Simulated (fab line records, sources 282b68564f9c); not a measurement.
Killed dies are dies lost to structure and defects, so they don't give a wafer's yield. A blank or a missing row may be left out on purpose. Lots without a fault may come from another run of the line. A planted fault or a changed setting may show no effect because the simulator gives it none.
Which tool did it? | flow rit_cmos | 14 lots, 42 wafers sampled, at 5 steps of a route of 202

WHAT THE GAUGES READ, wafer by wafer
RIT_WELLDRIVE_RS_MEAS_02: measures by four-point-probe. Usual: PWELL_RS 428.3 ohm/sq, standard deviation 1.1.
lot  | measured    | on            | PWELL_RS (ohm/sq) | flag
L109 | day 2 03:53 | film_metro-03 | 430.0 428.2 429.6 |
L110 | day 2 09:41 | film_metro-04 | 427.5 428.4 428.5 |
L111 | day 2 13:52 | film_metro-01 | 429.5 429.9 429.5 |
L112 | day 2 19:35 | film_metro-03 | 429.0 427.5 429.1 |
L113 | day 2 23:52 | film_metro-03 | 429.2 427.4 429.8 |
L115 | day 3 10:54 | film_metro-04 | 427.6 427.1 428.3 |
L117 | day 4 06:14 | film_metro-04 | 428.5 427.8 428.6 |
L118 | day 4 10:01 | film_metro-04 | 429.1 427.9 428.8 |
L119 | day 4 10:01 | film_metro-03 | 428.7 427.2 428.5 |
L123 | day 5 03:25 | film_metro-03 | 428.7 427.3 428.0 |
L126 | day 5 18:14 | film_metro-04 | 428.5 428.0 427.7 |
L127 | day 5 23:08 | film_metro-04 | 428.5 427.9 427.5 |
L130 | day 6 14:13 | film_metro-01 | 428.9 428.4 430.0 |
L132 | day 7 00:19 | film_metro-04 | 427.2 426.2 427.4 |

RIT_GATE_CD_MEAS_90: target cd 150 nm. Usual: cd_nm 150.1 nm, standard deviation 2.
lot  | measured    | on        | cd_nm (nm)        | flag
L109 | day 2 13:10 | cd_sem-02 | 149.1 147.0 146.9 |
L110 | day 2 18:07 | cd_sem-01 | 150.3 148.6 151.6 |
L111 | day 2 22:56 | cd_sem-02 | 153.2 153.2 153.2 |
L112 | day 3 04:14 | cd_sem-01 | 152.2 149.9 150.5 |
L113 | day 3 12:25 | cd_sem-01 | 149.3 149.1 149.9 |
L115 | day 4 01:50 | cd_sem-01 | 152.5 153.1 148.9 |
L117 | day 4 14:52 | cd_sem-01 | 149.0 148.8 149.3 |
L118 | day 4 18:56 | cd_sem-01 | 149.3 149.8 149.9 |
L119 | day 4 19:14 | cd_sem-01 | 150.2 151.4 149.6 |
L123 | day 5 14:05 | cd_sem-01 | 149.2 150.4 151.6 |
L126 | day 6 03:36 | cd_sem-01 | 149.2 151.4 148.5 |
L127 | day 6 08:41 | cd_sem-01 | 147.9 147.4 150.5 |
L130 | day 6 22:50 | cd_sem-02 | 152.9 151.1 150.9 |
L132 | day 7 11:44 | cd_sem-02 | 146.7 148.1 144.4 |

RIT_SPACER_THK_MEAS_04. Usual: SPACER_NITRIDE_THK 250.7 nm, standard deviation 2.4.
lot  | measured    | on            | SPACER_NITRIDE_THK (nm)             | flag
L109 | day 2 21:43 | film_metro-02 | 249.7 251.0 252.5                   |
L110 | day 3 03:41 | film_metro-02 | 250.1 249.9 250.7                   |
L111 | day 3 07:16 | film_metro-04 | 249.8 249.2 248.6                   |
L112 | day 3 14:11 | film_metro-03 | 249.5 247.9 249.5                   |
L113 | day 3 22:10 | film_metro-02 | 248.7 248.3 249.4                   |
L115 | day 4 10:03 | film_metro-02 | 250.2 250.8 251.0                   |
L117 | day 5 00:28 | film_metro-02 | 434.0 436.4 433.7 434.0 436.3 433.9 | OFF
L118 | day 5 03:31 | film_metro-04 | 250.0 249.6 249.0                   |
L119 | day 5 06:16 | film_metro-03 | 435.3 435.2 431.4 435.4 435.0 431.4 | OFF
L123 | day 5 22:44 | film_metro-02 | 252.0 249.9 250.1                   |
L126 | day 6 12:44 | film_metro-03 | 253.3 253.0 254.8                   |
L127 | day 6 17:07 | film_metro-03 | 247.8 247.1 248.6                   |
L130 | day 7 08:05 | film_metro-04 | 249.7 249.7 250.7                   |
L132 | day 7 21:16 | film_metro-04 | 255.1 252.3 253.4                   |

WHICH TOOL RAN EACH LOT (tool, then ch and the chambers of the sampled wafers, then the start)
lot  | RIT_PRETRO_SOFTBAKE_02           | RIT_SPACER_CVD_03
L109 | litho_track-02 ch 0, day 2 05:59 | lpcvd-02 ch 1, day 2 19:46
L110 | litho_track-01 ch 0, day 2 11:41 | lpcvd-01 ch 0, day 3 01:46
L111 | litho_track-01 ch 0, day 2 15:50 | lpcvd-01 ch 1, day 3 05:21
L112 | litho_track-01 ch 0, day 2 21:34 | lpcvd-02 ch 1, day 3 12:16
L113 | litho_track-02 ch 0, day 3 01:52 | lpcvd-01 ch 0, day 3 20:15
L115 | litho_track-02 ch 0, day 3 13:01 | lpcvd-02 ch 1, day 4 08:06
L117 | litho_track-03 ch 0, day 4 08:25 | lpcvd-02 ch 0, day 4 22:32
L118 | litho_track-02 ch 0, day 4 12:20 | lpcvd-01 ch 0, day 5 01:36
L119 | litho_track-03 ch 0, day 4 12:16 | lpcvd-02 ch 0, day 5 03:23
L123 | litho_track-03 ch 0, day 5 05:30 | lpcvd-01 ch 1, day 5 20:49
L126 | litho_track-02 ch 0, day 5 20:16 | lpcvd-01 ch 0, day 6 10:49
L127 | litho_track-03 ch 0, day 6 01:26 | lpcvd-01 ch 0, day 6 15:11
L130 | litho_track-02 ch 0, day 6 16:18 | lpcvd-01 ch 0, day 7 06:10
L132 | litho_track-01 ch 0, day 7 02:25 | lpcvd-02 ch 0, day 7 19:21
- RIT_PRETRO_SOFTBAKE_02: time 62.57 s.
- RIT_SPACER_CVD_03: deposits Si3N4 from SiH2Cl2/NH3, target thk 250 nm, time 3300 s.

WHAT THE TOOLS THEMSELVES READ (means of the sampled wafers that have a number; where no wafer has one, the mark that the record gives instead)
RIT_PRETRO_SOFTBAKE_02. Usual: plate_sensor_t_centre_C 90.968 C, standard deviation 0.01; plate_sensor_t_edge_C 91.020 C, standard deviation 0.011.
lot  | tool           | plate_sensor_t_centre_C (C) | plate_sensor_t_edge_C (C) | flag
L109 | litho_track-02 | 90.959                      | 91.026                    |
L110 | litho_track-01 | 90.964                      | 91.029                    |
L111 | litho_track-01 | 90.965                      | 91.027                    |
L112 | litho_track-01 | 90.972                      | 91.019                    |
L113 | litho_track-02 | 90.960                      | 91.023                    |
L115 | litho_track-02 | 90.963                      | 91.020                    |
L117 | litho_track-03 | 90.973                      | 91.006                    |
L118 | litho_track-02 | 90.961                      | 91.015                    |
L119 | litho_track-03 | 90.977                      | 91.017                    |
L123 | litho_track-03 | 90.965                      | 91.016                    |
L126 | litho_track-02 | 90.971                      | 91.023                    |
L127 | litho_track-03 | 90.965                      | 91.020                    |
L130 | litho_track-02 | 90.966                      | 91.025                    |
L132 | litho_track-01 | 90.967                      | 91.025                    |

RIT_SPACER_CVD_03. Usual: spike_tc_load_C 832.5 C, standard deviation 2.7.
lot  | tool     | spike_tc_load_C (C) | flag
L109 | lpcvd-02 | 831.1               |
L110 | lpcvd-01 | 834.7               |
L111 | lpcvd-01 | 834.7               |
L112 | lpcvd-02 | 831.7               |
L113 | lpcvd-01 | 834.8               |
L115 | lpcvd-02 | 831.0               |
L117 | lpcvd-02 | 828.9               |
L118 | lpcvd-01 | 834.4               |
L119 | lpcvd-02 | 830.2               |
L123 | lpcvd-01 | 834.9               |
L126 | lpcvd-01 | 836.0               |
L127 | lpcvd-01 | 834.9               |
L130 | lpcvd-01 | 835.8               |
L132 | lpcvd-02 | 829.6               |

THE ANSWER, worked out from the rows above alone
Rule: a lot is off if the mean of its wafers that have a number lies more than 3 standard deviations from the usual mean. A lot without any number at a reading at which 4 lots or more have one is off too. The other lots that the step has rows for count as sound. The gauges are gone through in route order, then the tools' own readings, and for those a lot's mean is taken as printed above. The first step at which some lot is off is used, and at that step the reading that is off furthest; a lot without a number counts as furthest.
Off: L117, L119, at RIT_SPACER_THK_MEAS_04 (SPACER_NITRIDE_THK).
A tool fits if, at a process step before that reading, it ran every lot that is off, and no sound lot after the first of them. The gauges at RIT_SPACER_THK_MEAS_04 are tried like those tools. None of those tried fits.

WHAT THE SIMULATOR HAD PUT IN
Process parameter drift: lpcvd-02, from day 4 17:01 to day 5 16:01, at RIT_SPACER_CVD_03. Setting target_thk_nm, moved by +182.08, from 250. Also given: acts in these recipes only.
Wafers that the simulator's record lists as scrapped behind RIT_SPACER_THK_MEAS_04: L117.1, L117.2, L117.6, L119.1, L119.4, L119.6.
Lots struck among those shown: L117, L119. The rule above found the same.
